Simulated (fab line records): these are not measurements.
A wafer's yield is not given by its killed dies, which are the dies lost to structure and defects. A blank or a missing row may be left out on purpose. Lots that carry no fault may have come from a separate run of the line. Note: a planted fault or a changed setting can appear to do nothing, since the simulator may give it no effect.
fab line records	flow berkeley_cmos170
record: lots: 7	wafers: 21	last_day: 12
route steps=331 shown PLDD@154 NLDD@158 SPACER@171 PSD@175 NSD@187
lots that met no fault: taken from a fault-free run of the same line
start_h: the number of hours between the record's first day and the start of the first shown wafer of the lot	wait_h: how many hours have passed since the lot's step before this one	" the same as in the row above	L1.1+2: several wafers, shown together as one row	- either no value or no given start	* or withheld: withheld	< > ~ a bound
route shown NAME@n: names a module that has steps shown in the file, with the first one's number in the route	usual: mean/standard deviation taken from wafers without a fault	same: alike in all rows	chamber/n: place in a boat	sites: readings site by site	_std_site: their standard deviation	_edge_site: mean of outer sites minus mean of inner sites	radius_mm: for every site, how far away it sits from the centre of the wafer	mask NAME#n: copy n	behind: tool/chamber where the wafer was last shaped	hold: cause of the lot's hold/its duration in hours/its outcome	device: transistor that didn't switch, given as n, p or np	end of line: the route-end tests of the same wafers	a step with no rows: only its recipe	killed: at the first sort, the dies lost to defects and structure; wafer yield is something else	map: a wafer's dies, x killed, . not, _ none there
set.NAME: the setting the step ran with; set.NAME@STEP: the setting that earlier step ran with	model.NAME: the simulator's own value behind a step, which no gauge read
lots seen at some steps along the route; tables by step, rows by wafer
services: a tool's chamber out of use, with start hour (start_h, from the record's first day; less than 0 if before it), hours out, and reason
== steps ==
step: UCB170_PLDD_IMPLANT_09
recipe: species: BF2	dose_cm2: 5e+13	energy_kev: 10	tilt_deg: 7	rotation_deg: 180
step: UCB170_PLDD_STRIP_10
recipe: chemistry: O2	power_w: 400	pressure_mtorr: 3500	platen_temp_c: withheld	o2_flow_sccm: 400	overash_fraction: 0.5
usual: drypump_motor_current_A: 5.7/0.37	oes_product_au: 0.734/0.0041	strip_time_to_endpoint_s: 21.65/0.058
lot.wafer	tool	chamber	start_h	wait_h	drypump_motor_current_A	oes_product_au	rf_hours_counter_h	strip_time_to_endpoint_s
L932.1	plasma_asher-01	1	184.32	0.1	5.1	0.732	47	21.61
L932.3	"	0	"	"	5.3	0.737	-	21.51
L932.5	"	0	"	"	5.3	0.726	-	21.58
L934.2	plasma_asher-03	1	191.91	0.1	5.8	0.733	37	21.58
L934.3	"	0	"	"	5.6	0.731	-	21.59
L934.5	"	1	"	"	5.7	0.733	-	21.61
L938.1	plasma_asher-01	0	203.00	0.1	5.2	0.731	50	21.64
L938.4	"	1	"	"	5.1	0.733	-	21.63
L938.5	"	1	"	"	5.1	0.739	-	21.70
L940.2	plasma_asher-03	1	213.38	0.1	5.7	0.738	40	21.55
L940.4	"	0	"	"	5.7	0.728	-	21.56
L940.6	"	1	"	"	5.7	0.731	-	21.66
L942.1	plasma_asher-03	1	231.12	0.1	5.8	0.733	42	21.64
L942.2	"	0	"	"	5.7	0.736	42	21.67
L942.4	"	1	"	"	5.8	0.732	-	21.72
L943.1	plasma_asher-04	0	231.39	0.1	6.2	0.734	53	21.69
L943.2	"	1	"	"	5.9	0.738	53	21.67
L943.6	"	0	"	"	6.2	0.731	-	21.64
L944.1	plasma_asher-01	0	252.56	0.1	5.3	0.735	55	21.64
L944.2	"	1	"	"	5.1	0.733	55	21.62
L944.3	"	0	"	"	5.2	0.742	-	21.54
step: UCB170_PLDD_TW_MEAS_11
usual: PLDD_TW: 1014/11
lot.wafer	tool	chamber	start_h	wait_h	PLDD_TW
L932.1	film_metro-04	-	184.42	0.1	1017
L932.3	"	-	"	"	1014
L932.5	"	-	"	"	1012
L934.2	film_metro-02	-	192.02	0.1	1018
L934.3	"	-	"	"	1019
L934.5	"	-	"	"	1020
L938.1	film_metro-01	-	203.10	0.1	1002
L938.4	"	-	"	"	1003
L938.5	"	-	"	"	1001
L940.2	film_metro-02	-	213.49	0.1	1018
L940.4	"	-	"	"	1016
L940.6	"	-	"	"	1025
L942.1	film_metro-02	-	231.22	0.1	1037
L942.2	"	-	"	"	1031
L942.4	"	-	"	"	1030
L943.1	film_metro-04	-	231.49	0.1	1015
L943.2	"	-	"	"	1018
L943.6	"	-	"	"	1015
L944.1	film_metro-04	-	252.66	0.1	1010
L944.2	"	-	"	"	1011
L944.3	"	-	"	"	1007
step: UCB170_PLDD_CLEAN_12
recipe: chemistry: SPM	temp_c: 120	time_s: 600
step: UCB170_NLDD_HMDS_00
recipe: prime_time_s: 60	prime_temp_c: 100
step: UCB170_NLDD_COAT_01
recipe: resist: KrF	spin_rpm: 1500	resist_thk_nm: 900
step: UCB170_NLDD_SOFTBAKE_02
recipe: resist: KrF	temp_c: 130	time_s: 60
step: UCB170_NLDD_EXPOSE_03
recipe: mask_id: NSELECT	na: 0.5	sigma_outer: 0.6	source_shape: conventional	target_cd_nm: 1200	dose_mj: 30
step: UCB170_NLDD_PEB_04
recipe: peb_temp_c: 130	peb_time_s: withheld	resist: KrF
step: UCB170_NLDD_DEVELOP_05
recipe: developer: TMAH	develop_time_s: 45	resist: KrF	dev_temp_c: 21
step: UCB170_NLDD_CD_MEAS_06
recipe: target_cd_nm: 1200
usual: cd_nm: 1199.9/1.2
lot.wafer	tool	chamber	start_h	wait_h	cd_nm
L932.1	cd_sem-01	-	185.77	-	1198.4
L932.3	"	-	"	"	1198.4
L932.5	"	-	"	"	1199.2
L934.2	cd_sem-01	-	193.65	-	1199.4
L934.3	"	-	"	"	1198.5
L934.5	"	-	"	"	1198.1
L938.1	cd_sem-02	-	204.37	-	1198.5
L938.4	"	-	"	"	1200.1
L938.5	"	-	"	"	1198.2
L940.2	cd_sem-01	-	214.73	-	1198.1
L940.4	"	-	"	"	1199.4
L940.6	"	-	"	"	1199.5
L942.1	cd_sem-01	-	233.02	-	1200.6
L942.2	"	-	"	"	1201.9
L942.4	"	-	"	"	1199.2
L943.1	cd_sem-01	-	233.86	-	1199.9
L943.2	"	-	"	"	1200.1
L943.6	"	-	"	"	1200.9
L944.1	cd_sem-01	-	253.98	-	1200.5
L944.2	"	-	"	"	1202.0
L944.3	"	-	"	"	1201.3
step: UCB170_NLDD_OVL_MEAS_07
usual: NLDD_OVL: -3/4.8
lot.wafer	tool	chamber	start_h	wait_h	NLDD_OVL[nm]
L932.1	overlay-02	-	185.89	0.1	2
L932.3	"	-	"	"	2
L932.5	"	-	"	"	3
L934.2	overlay-02	-	193.76	0.1	1
L934.3	"	-	"	"	2
L934.5	"	-	"	"	2
L938.1	overlay-01	-	204.49	0.1	-7
L938.4	"	-	"	"	4
L938.5	"	-	"	"	-1
L940.2	overlay-01	-	214.84	0.1	1
L940.4	"	-	"	"	5
L940.6	"	-	"	"	3
L942.1	overlay-02	-	233.14	0.1	-9
L942.2	"	-	"	"	-6
L942.4	"	-	"	"	-5
L943.1	overlay-02	-	233.98	0.1	-6
L943.2	"	-	"	"	-9
L943.6	"	-	"	"	-7
L944.1	overlay-02	-	254.10	0.1	-4
L944.2	"	-	"	"	-4
L944.3	"	-	"	"	-4
step: UCB170_NLDD_IMPLANT_08
recipe: species: As	dose_cm2: 5e+13	energy_kev: 30	tilt_deg: 7	rotation_deg: 0
usual: dose_ions_cm2: 5.001e+13/5.1e+10	implant_ion_amu: 75/0
lot.wafer	tool	chamber	start_h	wait_h	dose_ions_cm2	implant_ion_amu	model.implant.drp_nm	model.implant.rp_nm
L932.1	implanter-01	0	185.92	0.0	5.011e+13	75	9.611	21.78
L932.3	"	0	"	"	5.008e+13	75	9.611	21.78
L932.5	"	0	"	"	4.998e+13	75	9.611	21.78
L934.2	implanter-01	0	193.81	0.0	5.003e+13	75	9.611	21.3
L934.3	"	0	"	"	5.004e+13	75	9.611	21.3
L934.5	"	0	"	"	4.998e+13	75	9.611	21.3
L938.1	implanter-02	0	204.52	0.0	5.011e+13	75	9.611	21.2
L938.4	"	0	"	"	5.001e+13	75	9.611	21.2
L938.5	"	0	"	"	4.999e+13	75	9.611	21.2
L940.2	implanter-04	0	214.89	0.0	5.006e+13	75	9.611	21.77
L940.4	"	0	"	"	5e+13	75	9.611	21.77
L940.6	"	0	"	"	5.004e+13	75	9.611	21.77
L942.1	implanter-01	0	233.17	0.0	5.004e+13	49	12.97	24.88
L942.2	"	0	"	"	5.009e+13	49	12.97	24.88
L942.4	"	0	"	"	5.004e+13	49	12.97	24.88
L943.1	implanter-01	0	234.02	0.0	4.997e+13	49	12.97	23.58
L943.2	"	0	"	"	4.995e+13	49	12.97	23.58
L943.6	"	0	"	"	5.003e+13	49	12.97	23.58
L944.1	implanter-01	0	254.13	0.0	5e+13	49	12.97	24.2
L944.2	"	0	"	"	5.002e+13	49	12.97	24.2
L944.3	"	0	"	"	5e+13	49	12.97	24.2
step: UCB170_NLDD_IMPLANT_09
recipe: species: As	dose_cm2: 5e+13	energy_kev: 30	tilt_deg: 7	rotation_deg: 180
step: UCB170_NLDD_STRIP_10
recipe: chemistry: O2	power_w: 400	pressure_mtorr: 3500	platen_temp_c: withheld	o2_flow_sccm: 400	overash_fraction: 0.5
usual: drypump_motor_current_A: 6.0/0.43	oes_product_au: 0.734/0.0041	strip_time_to_endpoint_s: 21.64/0.051
lot.wafer	tool	chamber	start_h	wait_h	drypump_motor_current_A	oes_product_au	rf_hours_counter_h	strip_time_to_endpoint_s
L932.1	plasma_asher-04	0	186.22	0.1	6.3	0.731	48	21.63
L932.3	"	1	"	"	5.9	0.729	-	21.51
L932.5	"	0	"	"	6.3	0.733	-	21.56
L934.2	plasma_asher-02	0	194.09	0.1	6.5	0.732	9	21.55
L934.3	"	1	"	"	6.1	0.734	-	21.62
L934.5	"	1	"	"	6.1	0.741	-	21.62
L938.1	plasma_asher-02	0	204.82	0.1	6.6	0.739	10	21.65
L938.4	"	0	"	"	6.6	0.730	-	21.67
L938.5	"	0	"	"	6.6	0.726	-	21.66
L940.2	plasma_asher-01	0	215.17	0.1	5.2	0.733	51	21.65
L940.4	"	1	"	"	5.1	0.740	-	21.69
L940.6	"	0	"	"	5.2	0.734	-	21.65
L942.1	plasma_asher-02	1	233.47	0.1	6.1	0.731	13	21.69
L942.2	"	0	"	"	6.6	0.731	13	21.62
L942.4	"	1	"	"	6.1	0.735	-	21.74
L943.1	plasma_asher-04	1	234.32	0.1	5.9	0.736	53	21.57
L943.2	"	0	"	"	6.2	0.740	53	21.56
L943.6	"	0	"	"	6.3	0.737	-	21.67
L944.1	plasma_asher-02	0	254.43	0.1	6.6	0.736	16	21.61
L944.2	"	1	"	"	6.1	0.741	16	21.62
L944.3	"	0	"	"	6.6	0.732	-	21.68
step: UCB170_NLDD_TW_MEAS_11
usual: NLDD_TW: 2221/23
lot.wafer	tool	chamber	start_h	wait_h	NLDD_TW
L932.1	film_metro-04	-	186.32	0.1	2230
L932.3	"	-	"	"	2222
L932.5	"	-	"	"	2219
L934.2	film_metro-04	-	194.22	0.1	2200
L934.3	"	-	"	"	2201
L934.5	"	-	"	"	2195
L938.1	film_metro-01	-	204.92	0.1	2193
L938.4	"	-	"	"	2199
L938.5	"	-	"	"	2186
L940.2	film_metro-02	-	215.29	0.1	2228
L940.4	"	-	"	"	2242
L940.6	"	-	"	"	2245
L942.1	film_metro-01	-	233.57	0.1	1892
L942.2	"	-	"	"	1899
L942.4	"	-	"	"	1881
L943.1	film_metro-04	-	234.42	0.1	1929
L943.2	"	-	"	"	1933
L943.6	"	-	"	"	1931
L944.1	film_metro-04	-	254.53	0.1	1921
L944.2	"	-	"	"	1928
L944.3	"	-	"	"	1927
step: UCB170_NLDD_CLEAN_12
recipe: chemistry: SPM	temp_c: 120	time_s: 600
step: UCB170_SPACER_CVD_00
recipe: material: SiO2	target_thk_nm: 376	temp_c: 390	precursor: TEOS/O2	time_s: 47	rf_w: 550	pressure_mtorr: 9000
usual: heater_power_w: 273/44	susceptor_temp_C: 390.03/0.22
lot.wafer	tool	chamber	start_h	wait_h	heater_power_w	susceptor_temp_C
L932.1	pecvd-01	2	186.56	0.0	320	390.13
L932.3	"	1	"	"	350	390.02
L932.5	"	0	"	"	307	390.06
L934.2	pecvd-02	2	194.44	0.0	245	390.02
L934.3	"	1	"	"	280	390.06
L934.5	"	1	"	"	286	389.95
L938.1	pecvd-03	2	205.16	0.0	232	390.17
L938.4	"	2	"	"	238	390.23
L938.5	"	0	"	"	272	389.51
L940.2	pecvd-03	2	215.58	0.0	174	390.24
L940.4	"	0	"	"	299	390.39
L940.6	"	2	"	"	190	390.25
L942.1	pecvd-01	1	234.23	0.0	371	390.18
L942.2	"	2	"	"	249	389.99
L942.4	"	2	"	"	266	390.11
L943.1	pecvd-03	2	235.09	0.0	186	390.25
L943.2	"	1	"	"	297	389.59
L943.6	"	0	"	"	274	390.14
L944.1	pecvd-03	1	258.20	0.0	315	390.19
L944.2	"	0	"	"	235	389.77
L944.3	"	2	"	"	202	389.88
step: UCB170_SPACER_THK_MEAS_01
recipe: reads: SiO2_of_SPACER_CVD_00
usual: SPACER_TEOS_THK: 377/6
lot.wafer	tool	chamber	start_h	wait_h	SPACER_TEOS_THK[nm]
L932.1	film_metro-04	-	186.63	0.0	377
L932.3	"	-	"	"	367
L932.5	"	-	"	"	381
L934.2	film_metro-01	-	194.50	0.0	371
L934.3	"	-	"	"	371
L934.5	"	-	"	"	383
L938.1	film_metro-03	-	205.20	0.0	376
L938.4	"	-	"	"	381
L938.5	"	-	"	"	378
L940.2	film_metro-03	-	215.63	0.0	370
L940.4	"	-	"	"	372
L940.6	"	-	"	"	378
L942.1	film_metro-03	-	234.27	0.0	367
L942.2	"	-	"	"	370
L942.4	"	-	"	"	374
L943.1	film_metro-03	-	235.13	0.0	378
L943.2	"	-	"	"	372
L943.6	"	-	"	"	378
L944.1	film_metro-01	-	258.25	0.0	382
L944.2	"	-	"	"	377
L944.3	"	-	"	"	371
step: UCB170_SPACER_ANNEAL_02
recipe: temp_c: 900	time_s: 1800	ambient: N2
step: UCB170_SPACER_ETCHBACK_03
recipe: stop_on: Si	target: SiO2	chemistry: CHF3/CF4/Ar	CHF3_flow_sccm: 50	cf4_flow_sccm: 10	Ar_flow_sccm: 120	pressure_mtorr: 200	rf_w: 500	target_depth_a: 3760	time_s: 100
usual: drypump_motor_current_A: 5.8/0.54	oes_product_au: 0.901/0.017	throttle_valve_pct: 6.41/0.076
lot.wafer	tool	chamber	start_h	wait_h	drypump_motor_current_A	oes_product_au	rf_hours_counter_h	throttle_valve_pct
L932.1	rie_diel-04	3	192.19	0.0	6.0	0.888	15	6.46
L932.3	"	1	"	"	6.3	0.872	14	6.41
L932.5	"	2	"	"	6.2	0.915	-	6.32
L934.2	rie_diel-02	2	199.69	0.0	5.8	0.894	15	6.46
L934.3	"	1	"	"	5.8	0.875	91	6.41
L934.5	"	3	"	"	5.0	0.902	-	6.51
L938.1	rie_diel-03	2	211.37	0.0	6.6	0.917	116	6.48
L938.4	"	3	"	"	4.9	0.924	-	6.46
L938.5	"	1	"	"	5.0	0.903	-	6.27
L940.2	rie_diel-02	1	222.15	0.0	5.8	0.874	93	6.41
L940.4	"	0	"	"	5.6	0.902	13	6.32
L940.6	"	1	"	"	5.8	0.886	-	6.41
L942.1	rie_diel-02	3	238.79	0.0	4.9	0.864	3	6.54
L942.2	"	2	"	"	5.8	0.900	17	6.46
L942.4	"	1	"	"	5.7	0.873	93	6.41
L943.1	rie_diel-04	0	238.79	0.0	5.8	0.887	3	6.40
L943.2	"	3	"	"	5.9	0.887	18	6.43
L943.6	"	0	"	"	5.8	0.898	-	6.39
L944.1	rie_diel-03	1	264.72	0.0	5.0	0.916	21	6.27
L944.2	"	3	"	"	4.9	0.920	51	6.44
L944.3	"	0	"	"	6.3	0.876	71	6.51
step: UCB170_PSD_HMDS_00
recipe: prime_time_s: 60	prime_temp_c: 100
step: UCB170_PSD_COAT_01
recipe: resist: KrF	spin_rpm: 1500	resist_thk_nm: 900
step: UCB170_PSD_SOFTBAKE_02
recipe: resist: KrF	temp_c: 130	time_s: 60
step: UCB170_PSD_EXPOSE_03
recipe: mask_id: PSELECT_MOD	na: 0.5	sigma_outer: 0.6	source_shape: conventional	target_cd_nm: 1200	dose_mj: 30
step: UCB170_PSD_PEB_04
recipe: peb_temp_c: 130	peb_time_s: withheld	resist: KrF
step: UCB170_PSD_DEVELOP_05
recipe: developer: TMAH	develop_time_s: 45	resist: KrF	dev_temp_c: 21
step: UCB170_PSD_CD_MEAS_06
recipe: target_cd_nm: 1200
usual: cd_nm: 1199.3/1.5
lot.wafer	tool	chamber	start_h	wait_h	cd_nm
L932.1	cd_sem-02	-	194.18	-	1197.5
L932.3	"	-	"	"	1198.0
L932.5	"	-	"	"	1198.4
L934.2	cd_sem-02	-	201.11	-	1198.3
L934.3	"	-	"	"	1197.6
L934.5	"	-	"	"	1197.6
L938.1	cd_sem-01	-	213.08	-	1199.8
L938.4	"	-	"	"	1199.0
L938.5	"	-	"	"	1200.6
L940.2	cd_sem-02	-	223.41	-	1197.1
L940.4	"	-	"	"	1197.2
L940.6	"	-	"	"	1197.1
L942.1	cd_sem-01	-	240.14	-	1200.5
L942.2	"	-	"	"	1200.6
L942.4	"	-	"	"	1200.6
L943.1	cd_sem-01	-	240.38	-	1198.2
L943.2	"	-	"	"	1199.3
L943.6	"	-	"	"	1199.3
L944.1	cd_sem-01	-	266.33	-	1200.7
L944.2	"	-	"	"	1199.3
L944.3	"	-	"	"	1200.3
step: UCB170_PSD_OVL_MEAS_07
usual: PSD_OVL: 0/6.3
lot.wafer	tool	chamber	start_h	wait_h	PSD_OVL[nm]
L932.1	overlay-02	-	194.30	0.1	7
L932.3	"	-	"	"	4
L932.5	"	-	"	"	4
L934.2	overlay-02	-	201.22	0.1	-8
L934.3	"	-	"	"	-11
L934.5	"	-	"	"	-12
L938.1	overlay-02	-	213.20	0.1	2
L938.4	"	-	"	"	4
L938.5	"	-	"	"	1
L940.2	overlay-01	-	223.52	0.1	-8
L940.4	"	-	"	"	-4
L940.6	"	-	"	"	8
L942.1	overlay-01	-	240.26	0.1	-6
L942.2	"	-	"	"	2
L942.4	"	-	"	"	2
L943.1	overlay-01	-	240.50	0.1	1
L943.2	"	-	"	"	1
L943.6	"	-	"	"	5
L944.1	overlay-01	-	266.45	0.1	-3
L944.2	"	-	"	"	3
L944.3	"	-	"	"	-4
step: UCB170_PSD_IMPLANT_08
recipe: species: B	dose_cm2: 3e+15	energy_kev: 20	tilt_deg: 7
step: UCB170_PSD_STRIP_09
recipe: chemistry: O2	power_w: 400	pressure_mtorr: 3500	platen_temp_c: withheld	o2_flow_sccm: 400	overash_fraction: 0.5
usual: drypump_motor_current_A: 5.8/0.49	oes_product_au: 0.600/0.0047	strip_time_to_endpoint_s: 29.42/0.058
lot.wafer	tool	chamber	start_h	wait_h	drypump_motor_current_A	oes_product_au	rf_hours_counter_h	strip_time_to_endpoint_s
L932.1	plasma_asher-01	1	194.49	0.1	5.1	0.592	48	29.45
L932.3	"	0	"	"	5.2	0.597	-	29.42
L932.5	"	0	"	"	5.2	0.600	-	29.45
L934.2	plasma_asher-03	0	201.40	0.1	5.7	0.608	38	29.45
L934.3	"	0	"	"	5.7	0.590	-	29.42
L934.5	"	0	"	"	5.7	0.606	-	29.38
L938.1	plasma_asher-02	0	213.39	0.1	6.6	0.601	11	29.37
L938.4	"	0	"	"	6.5	0.604	-	29.44
L938.5	"	0	"	"	6.6	0.608	-	29.41
L940.2	plasma_asher-03	0	223.70	0.1	5.6	0.600	41	29.39
L940.4	"	1	"	"	5.7	0.600	-	29.51
L940.6	"	0	"	"	5.7	0.604	-	29.45
L942.1	plasma_asher-02	1	240.44	0.1	6.1	0.594	14	29.46
L942.2	"	0	"	"	6.6	0.602	14	29.53
L942.4	"	1	"	"	6.1	0.590	-	29.45
L943.1	plasma_asher-01	0	240.68	0.1	5.2	0.601	54	29.43
L943.2	"	1	"	"	5.1	0.588	54	29.32
L943.6	"	0	"	"	5.3	0.609	-	29.35
L944.1	plasma_asher-01	1	266.64	0.1	5.1	0.604	57	29.40
L944.2	"	0	"	"	5.2	0.603	57	29.44
L944.3	"	1	"	"	5.1	0.596	-	29.35
step: UCB170_PSD_TW_MEAS_10
usual: PSD_TW: 2330/24
lot.wafer	tool	chamber	start_h	wait_h	PSD_TW
L932.1	film_metro-04	-	194.59	0.1	2309
L932.3	"	-	"	"	2309
L932.5	"	-	"	"	2295
L934.2	film_metro-02	-	201.51	0.1	2339
L934.3	"	-	"	"	2348
L934.5	"	-	"	"	2342
L938.1	film_metro-01	-	213.49	0.1	2300
L938.4	"	-	"	"	2310
L938.5	"	-	"	"	2294
L940.2	film_metro-04	-	223.81	0.1	2349
L940.4	"	-	"	"	2334
L940.6	"	-	"	"	2329
L942.1	film_metro-01	-	240.54	0.1	2312
L942.2	"	-	"	"	2303
L942.4	"	-	"	"	2311
L943.1	film_metro-04	-	240.78	0.1	2329
L943.2	"	-	"	"	2327
L943.6	"	-	"	"	2327
L944.1	film_metro-01	-	266.74	0.1	2290
L944.2	"	-	"	"	2307
L944.3	"	-	"	"	2284
step: UCB170_PSD_CLEAN_11
recipe: chemistry: SPM	temp_c: 120	time_s: 600
step: UCB170_NSD_HMDS_00
recipe: prime_time_s: 60	prime_temp_c: 100
step: UCB170_NSD_COAT_01
recipe: resist: KrF	spin_rpm: 1500	resist_thk_nm: 900
step: UCB170_NSD_SOFTBAKE_02
recipe: resist: KrF	temp_c: 130	time_s: 60
step: UCB170_NSD_EXPOSE_03
recipe: mask_id: NSELECT_MOD	na: 0.5	sigma_outer: 0.6	source_shape: conventional	target_cd_nm: 1200	dose_mj: 30
step: UCB170_NSD_PEB_04
recipe: peb_temp_c: 130	peb_time_s: withheld	resist: KrF
step: UCB170_NSD_DEVELOP_05
recipe: developer: TMAH	develop_time_s: 45	resist: KrF	dev_temp_c: 21
step: UCB170_NSD_CD_MEAS_06
recipe: target_cd_nm: 1200
usual: cd_nm: 1199.6/1.4
lot.wafer	tool	chamber	start_h	wait_h	cd_nm
L932.1	cd_sem-01	-	197.08	-	1201.7
L932.3	"	-	"	"	1200.4
L932.5	"	-	"	"	1202.0
L934.2	cd_sem-01	-	205.39	-	1199.5
L934.3	"	-	"	"	1200.3
L934.5	"	-	"	"	1200.0
L938.1	cd_sem-02	-	214.81	-	1200.9
L938.4	"	-	"	"	1201.0
L938.5	"	-	"	"	1200.0
L940.2	cd_sem-02	-	225.01	-	1200.8
L940.4	"	-	"	"	1199.9
L940.6	"	-	"	"	1200.3
L942.1	cd_sem-01	-	241.91	-	1197.3
L942.2	"	-	"	"	1200.4
L942.4	"	-	"	"	1199.6
L943.1	cd_sem-01	-	242.03	-	1199.3
L943.2	"	-	"	"	1198.4
L943.6	"	-	"	"	1199.2
L944.1	cd_sem-01	-	268.04	-	1202.4
L944.2	"	-	"	"	1202.8
L944.3	"	-	"	"	1202.7
step: UCB170_NSD_OVL_MEAS_07
usual: NSD_OVL: 0/4.9
lot.wafer	tool	chamber	start_h	wait_h	NSD_OVL[nm]
L932.1	overlay-02	-	197.20	0.1	-2
L932.3	"	-	"	"	1
L932.5	"	-	"	"	-5
L934.2	overlay-01	-	205.49	0.1	-1
L934.3	"	-	"	"	-1
L934.5	"	-	"	"	-2
L938.1	overlay-02	-	214.93	0.1	7
L938.4	"	-	"	"	3
L938.5	"	-	"	"	-1
L940.2	overlay-01	-	225.12	0.1	7
L940.4	"	-	"	"	-2
L940.6	"	-	"	"	2
L942.1	overlay-02	-	242.03	0.1	-4
L942.2	"	-	"	"	-8
L942.4	"	-	"	"	-1
L943.1	overlay-02	-	242.15	0.1	-9
L943.2	"	-	"	"	-1
L943.6	"	-	"	"	-5
L944.1	overlay-02	-	268.16	0.1	-7
L944.2	"	-	"	"	-10
L944.3	"	-	"	"	-5
step: UCB170_NSD_IMPLANT_08
recipe: species: P	dose_cm2: 3e+15	energy_kev: 40	tilt_deg: 7
step: UCB170_SDANNEAL_RS_MEAS_05
recipe: thk_meas_gauge: four-point-probe
usual: NLDD_RS: 615.8/1.4
lot.wafer	tool	chamber	start_h	wait_h	NLDD_RS[ohm/sq]
L932.1	film_metro-02	-	199.90	0.1	619.4
L932.3	"	-	"	"	618.7
L932.5	"	-	"	"	619.4
L934.2	film_metro-02	-	207.24	0.1	618.5
L934.3	"	-	"	"	618.4
L934.5	"	-	"	"	618.9
L938.1	film_metro-02	-	216.66	0.1	617.1
L938.4	"	-	"	"	615.5
L938.5	"	-	"	"	616.0
L940.2	film_metro-02	-	227.12	0.1	616.4
L940.4	"	-	"	"	616.0
L940.6	"	-	"	"	614.1
L942.1	film_metro-04	-	243.78	0.1	-
L942.2	"	-	"	"	-
L942.4	"	-	"	"	-
L943.1	film_metro-01	-	244.08	0.1	-
L943.2	"	-	"	"	-
L943.6	"	-	"	"	-
L944.1	film_metro-01	-	269.89	0.1	-
L944.2	"	-	"	"	-
L944.3	"	-	"	"	-
== services ==
tool	chamber	start_h	hours	kind
rie_diel-02	3	169.04	-	clean
rie_diel-02	3	169.04	14.0	scheduled_down
rie_diel-02	3	169.04	14.0	vent_cycle
implanter-04	-	171.83	3.1	repair
rie_diel-02	1	173.09	6.0	repair
rie_diel-04	0	176.83	-	clean
rie_diel-04	0	176.83	15.7	scheduled_down
rie_diel-04	0	176.83	15.7	vent_cycle
rie_diel-03	0	176.90	11.7	repair
rie_diel-04	1	202.27	11.4	repair
pecvd-01	-	209.29	2.8	pm
rie_diel-03	0	210.08	21.5	repair
rie_diel-03	-	210.69	0.3	repair
plasma_asher-02	-	235.21	0.7	repair
plasma_asher-03	-	235.65	2.8	pm
pecvd-03	-	242.50	14.0	pm
pecvd-03	0	242.50	14.0	vent_cycle
pecvd-03	1	242.50	14.0	vent_cycle
pecvd-03	2	242.50	14.0	vent_cycle
implanter-01	-	246.88	2.1	repair
pecvd-03	0	256.50	-	clean
pecvd-03	1	256.50	-	clean
pecvd-03	2	256.50	-	clean
== key ==
first_sign: step: UCB170_NLDD_IMPLANT_08	reading: implant_ion_amu	direction: down	sigmas: 99+	usual: 75	struck: 49
effect: step: UCB170_NLDD_TW_MEAS_11	reading: NLDD_TW	direction: down	sigmas: 13	usual: 2221	struck: 1916
effect: step: UCB170_SDANNEAL_RS_MEAS_05	reading: NLDD_RS	direction: missing
model_effect: step: UCB170_NLDD_IMPLANT_08	value: implant.drp_nm	without: 9.611	struck: 12.97
met_at UCB170_NLDD_IMPLANT_08
struck_wafers L942.1,L942.2,L942.4,L943.1,L943.2,L943.6,L944.1,L944.2,L944.3
rows_end L944.2
sort_left_out L942.1,L942.2,L942.4,L943.1,L943.2,L943.6,L944.1,L944.3
tester_left_out L942,L943,L944
onset_between 214.89 233.17
fault: kind: wrong_recipe_download	tool: implanter-01,implanter-02,implanter-04	chamber: -	onset_h: 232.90	steps: UCB170_NLDD_IMPLANT_08	wrong_recipe.not_listed: 1
tester_left_out: of these lots the tester's yield and bins aren't shown, on N5 and GAA mostly nor the transistor test; their killed dies are dies lost to structure and defects alone, not to doping, threshold or leakage, so they don't give the yield
sort_left_out: the simulated sort isn't trusted on such a fault, so these wafers' sort isn't shown, and their yield isn't known
rows_end: these wafers met a further fault down the route, and their rows from its step on are left out
